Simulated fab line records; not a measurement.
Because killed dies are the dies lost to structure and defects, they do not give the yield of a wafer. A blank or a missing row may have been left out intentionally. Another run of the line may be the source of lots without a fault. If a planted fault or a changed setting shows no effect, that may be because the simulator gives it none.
Commonality check across tools    flow rit_cmos    Sample size 16 lots and 48 wafers

== REASON FOR OPENING ==
At RIT_SDANNEAL_RS_MEAS_04 the reading PSD_RS is flagged on 4 of 16 lots. Wafers without a fault read 115.8 ohm/sq, standard deviation 0.3.
Rule: a lot gets a flag if all its wafers with a number sit over 4 standard deviations from that mean, or if no wafer of it has a number. As for the other lots, they are considered sound.

lot   measured     on             PSD_RS (ohm/sq), wafer by wafer  flag
L170  day 3 06:09  film_metro-04  116.2 116.0 115.8                
L171  day 3 08:22  film_metro-04  115.5 115.5 116.0                
L172  day 3 13:21  film_metro-01  115.8 115.7 115.9                
L173  day 3 18:47  film_metro-04  115.5 115.6 115.6                
L174  day 3 22:31  film_metro-04  115.5 115.7 115.7                
L175  day 4 02:13  film_metro-04  115.5 115.6 115.7                
L176  day 4 10:21  film_metro-02  116.0 116.1 116.1                
L177  day 4 17:10  film_metro-02  116.2 116.3 116.3                
L178  day 4 19:33  film_metro-02  115.9 116.0 116.0                
L179  day 4 22:55  film_metro-04  116.1 115.9 115.9                
L182  day 5 17:57  film_metro-01  115.9 116.2 116.2                
L183  day 5 20:07  film_metro-02  116.4 116.4 115.9                
L187  day 7 03:08  film_metro-02  50.6 50.6 50.5                   FLAGGED
L188  day 7 03:23  film_metro-01  50.4 50.4 50.4                   FLAGGED
L189  day 7 16:39  film_metro-01  50.4 50.4 50.4                   FLAGGED
L190  day 8 03:23  film_metro-01  50.6 50.6 50.5                   FLAGGED
Averaged over the flagged lots the numbers come to 50.5 ohm/sq, -65.3 ohm/sq from the usual (-99 or more standard deviations).

== LOT BY LOT: THE TOOL USED ==
The record keeps 1 process step preceding the reading, out of 202 steps on the route. Every cell lists first the tool, next ch and the chambers used by the sampled wafers, and last the start.
lot   flag     RIT_PSD_IMPLANT_08
L170           implanter-02 ch 0, day 3 05:08
L171           implanter-04 ch 0, day 3 07:12
L172           implanter-04 ch 0, day 3 12:29
L173           implanter-04 ch 0, day 3 17:58
L174           implanter-01 ch 0, day 3 21:40
L175           implanter-02 ch 0, day 4 01:25
L176           implanter-01 ch 0, day 4 09:33
L177           implanter-02 ch 0, day 4 16:15
L178           implanter-01 ch 0, day 4 18:44
L179           implanter-04 ch 0, day 4 22:07
L182           implanter-04 ch 0, day 5 17:09
L183           implanter-04 ch 0, day 5 19:20
L187  FLAGGED  implanter-01 ch 0, day 7 02:20
L188  FLAGGED  implanter-02 ch 0, day 7 02:35
L189  FLAGGED  implanter-04 ch 0, day 7 15:50
L190  FLAGGED  implanter-02 ch 0, day 8 02:35
What the steps here do:
- RIT_PSD_IMPLANT_08
- RIT_SDANNEAL_RS_MEAS_04: measures by four-point-probe.

== FLAGGED AGAINST TOTAL, ONE TOOL AT A TIME (gauges that did the reading follow at the end) ==
step                     tool           lots run  flagged  share of the flagged lots  sound lots run after its first flagged lot
RIT_PSD_IMPLANT_08       implanter-01   4         1        some                       0
RIT_PSD_IMPLANT_08       implanter-02   5         2        some                       0
RIT_PSD_IMPLANT_08       implanter-04   7         1        some                       0
RIT_SDANNEAL_RS_MEAS_04  film_metro-01  5         3        some                       0
RIT_SDANNEAL_RS_MEAS_04  film_metro-02  5         1        some                       0
RIT_SDANNEAL_RS_MEAS_04  film_metro-04  6         0        none                       -

== WHAT IS ALLOWED BY THE TABLE ==
No row of the table ran every flagged lot.

== WHAT WAS PUT IN BY THE SIMULATOR ==
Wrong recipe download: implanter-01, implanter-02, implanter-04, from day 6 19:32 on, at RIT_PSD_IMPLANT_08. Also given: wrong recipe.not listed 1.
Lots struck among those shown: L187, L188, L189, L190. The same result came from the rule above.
